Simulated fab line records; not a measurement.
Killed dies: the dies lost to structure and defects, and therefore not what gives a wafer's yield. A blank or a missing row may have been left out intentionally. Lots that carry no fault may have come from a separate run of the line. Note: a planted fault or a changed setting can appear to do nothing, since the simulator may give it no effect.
Which tool was responsible? ; flow berkeley-cmos170 ; 42 wafers from 14 lots sampled at 5 of the route's 331 steps

WHAT THE GAUGES SHOWED, per wafer
UCB170_START_THK_MEAS_03.
lot;measured;on;START_OXIDE_THK (nm)
L582;day 2 02:06;film-metro-02;20.2 20.0 20.4
L584;day 2 08:04;film-metro-04;20.1 19.8 19.9
L583;day 2 08:04;film-metro-02;20.2 20.0 19.8
L585;day 2 18:34;film-metro-01;20.0 20.0 19.9
L586;day 2 18:34;film-metro-02;20.5 20.7 20.6
L587;day 3 05:20;film-metro-02;20.0 20.5 20.3
L589;day 3 13:20;film-metro-01;20.4 20.1 20.2
L592;day 4 00:06;film-metro-04;20.3 20.3 20.5
L593;day 4 10:49;film-metro-02;20.4 20.4 20.5
L595;day 4 19:18;film-metro-01;19.7 19.7 19.9
L596;day 4 23:40;film-metro-04;20.4 20.1 20.2
L597;day 5 04:32;film-metro-02;19.9 19.8 19.8
L602;day 6 04:23;film-metro-02;19.9 19.9 20.1
L603;day 6 11:46;film-metro-04;20.7 20.5 20.3

UCB170_NWELL_TW_MEAS_16.
lot;measured;on;NWELL_TW
L582;day 3 02:26;film-metro-02;1233 1240 1235
L584;day 3 09:26;film-metro-04;1235 1236 1227
L583;day 3 09:10;film-metro-02;1236 1233 1230
L585;day 3 17:52;film-metro-02;1229 1235 1240
L586;day 3 18:08;film-metro-03;1253 1247 1254
L587;day 4 05:14;film-metro-04;1238 1239 1237
L589;day 4 13:25;film-metro-04;1234 1233 1241
L592;day 4 18:26;film-metro-02;1221 1231 1222
L593;day 5 09:10;film-metro-03;1254 1248 1251
L595;day 5 20:12;film-metro-04;1241 1234 1239
L596;day 5 20:02;film-metro-02;1230 1233 1225
L597;day 5 19:45;film-metro-04;1238 1239 1242
L602;day 7 00:37;film-metro-03;1259 1258 1254
L603;day 7 09:30;film-metro-04;1242 1236 1236

UCB170_PFIELD_TW_MEAS_09.
lot;measured;on;PFIELD_TW
L582;day 5 08:14;film-metro-04;595 598 595
L584;day 5 20:31;film-metro-04;596 595 595
L583;day 5 20:41;film-metro-02;592 591 596
L585;day 6 03:08;film-metro-03;607 605 606
L586;day 6 03:25;film-metro-02;592 595 593
L587;day 6 07:51;film-metro-03;608 608 605
L589;day 6 22:46;film-metro-03;602 604 603
L592;day 7 06:35;film-metro-04;593 594 596
L593;day 7 14:46;film-metro-02;584 580 585
L595;day 8 03:53;film-metro-04;596 592 595
L596;day 8 03:48;film-metro-03;601 601 601
L597;day 8 03:36;film-metro-02;585 587 585
L602;day 10 02:05;film-metro-02;592 591 596
L603;day 10 13:47;film-metro-04;598 601 600

UCB170_FIELD_THK_MEAS_02.
lot;measured;on;FIELD_OXIDE_THK (nm)
L582;day 5 15:15;film-metro-03;563 564 559
L584;day 6 04:50;film-metro-03;580 571 569
L583;day 6 04:50;film-metro-04;558 556 555
L585;day 6 11:14;film-metro-04;570 573 570
L586;day 6 11:14;film-metro-03;554 560 568
L587;day 6 11:17;film-metro-04;546 559 560
L589;day 7 05:10;film-metro-03;561 550 544
L592;day 7 13:05;film-metro-03;571 562 549
L593;day 7 22:45;film-metro-04;562 562 565
L595;day 8 15:41;film-metro-03;550 547 549
L596;day 8 15:38;film-metro-01;552 550 543
L597;day 8 15:38;film-metro-03;549 558 555
L602;day 10 12:50;film-metro-01;566 565 564
L603;day 10 23:50;film-metro-01;556 550 544

TOOL THAT RAN EACH LOT (tool first, then ch and the chambers of the sampled wafers, then the start)
lot;UCB170_PFIELD_IMPLANT_07
L582;implanter-02 ch 0, day 5 08:00
L584;implanter-03 ch 0, day 5 20:16
L583;implanter-03 ch 0, day 5 20:27
L585;implanter-02 ch 0, day 6 02:54
L586;implanter-04 ch 0, day 6 03:10
L587;implanter-03 ch 0, day 6 07:36
L589;implanter-02 ch 0, day 6 22:31
L592;implanter-02 ch 0, day 7 06:20
L593;implanter-03 ch 0, day 7 14:34
L595;implanter-04 ch 0, day 8 03:38
L596;implanter-02 ch 0, day 8 03:35
L597;implanter-03 ch 0, day 8 03:22
L602;implanter-04 ch 0, day 10 01:52
L603;implanter-04 ch 0, day 10 13:32
- UCB170_PFIELD_IMPLANT_07

WHAT THE TOOLS THEMSELVES READ (means of the sampled wafers that have a number; where no wafer has one, the mark that the record gives instead)
UCB170_PFIELD_IMPLANT_07.
lot;tool;dose-ions-cm2;faraday-current-uA
L582;implanter-02;2e+13;64.7
L584;implanter-03;2e+13;63.7
L583;implanter-03;2e+13;63.3
L585;implanter-02;2e+13;62.4
L586;implanter-04;2e+13;62.4
L587;implanter-03;2e+13;63.6
L589;implanter-02;2e+13;62.7
L592;implanter-02;2e+13;63.2
L593;implanter-03;2e+13;59.6
L595;implanter-04;2e+13;63.9
L596;implanter-02;2e+13;64.5
L597;implanter-03;2e+13;59.5
L602;implanter-04;2e+13;62.8
L603;implanter-04;2e+13;64.2

THE ANSWER, worked out from the rows above alone
Rule: the usual values come from the lots themselves. The widest of any qualifying gaps counts: lots, ordered by their means at a reading, are off when they make up no more than a third of the lots, leave a main group of 4 or more, and stand apart from it by 3 or more times the standard deviation of that group's means. A main group whose means are all the same, to the digits that the tables above print for the reading, isn't used. A lot without any number at a reading at which 4 lots or more have one is off too. Where the step has rows for the other lots, those lots are counted as sound. Order of review: gauges by route order, followed by the tools' own readings, for which a lot's mean as printed above is used. At the first step where some lot is off, the reading lying furthest off is the one used; lots without a number count as furthest.
Off: L593, L597, at UCB170_PFIELD_IMPLANT_07 (faraday-current-uA). Main group: mean 63.5, sd 0.75.
If a tool, at that step or one of the process steps before it, ran each lot that is off and ran no sound lot following the first of them, it fits. One fits: implanter-03 at UCB170_PFIELD_IMPLANT_07. Its last sound lot is L587 (day 6 07:36), its first lot that is off L593 (day 7 14:34): a fault that began between those two fits.
The tool's own readings at UCB170_PFIELD_IMPLANT_07 bear it out: on the lots that are off they differ by more than 5 times the standard deviation of the sound lots' means. faraday-current-uA reads 59.5 there against 63.5 on the sound lots.

WHAT THE SIMULATOR HAD PUT IN
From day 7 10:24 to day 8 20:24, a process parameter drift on implanter-03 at UCB170_PFIELD_IMPLANT_07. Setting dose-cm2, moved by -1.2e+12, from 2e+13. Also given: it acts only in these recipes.
Lots struck among those shown: L593, L597. Same finding as the rule above.
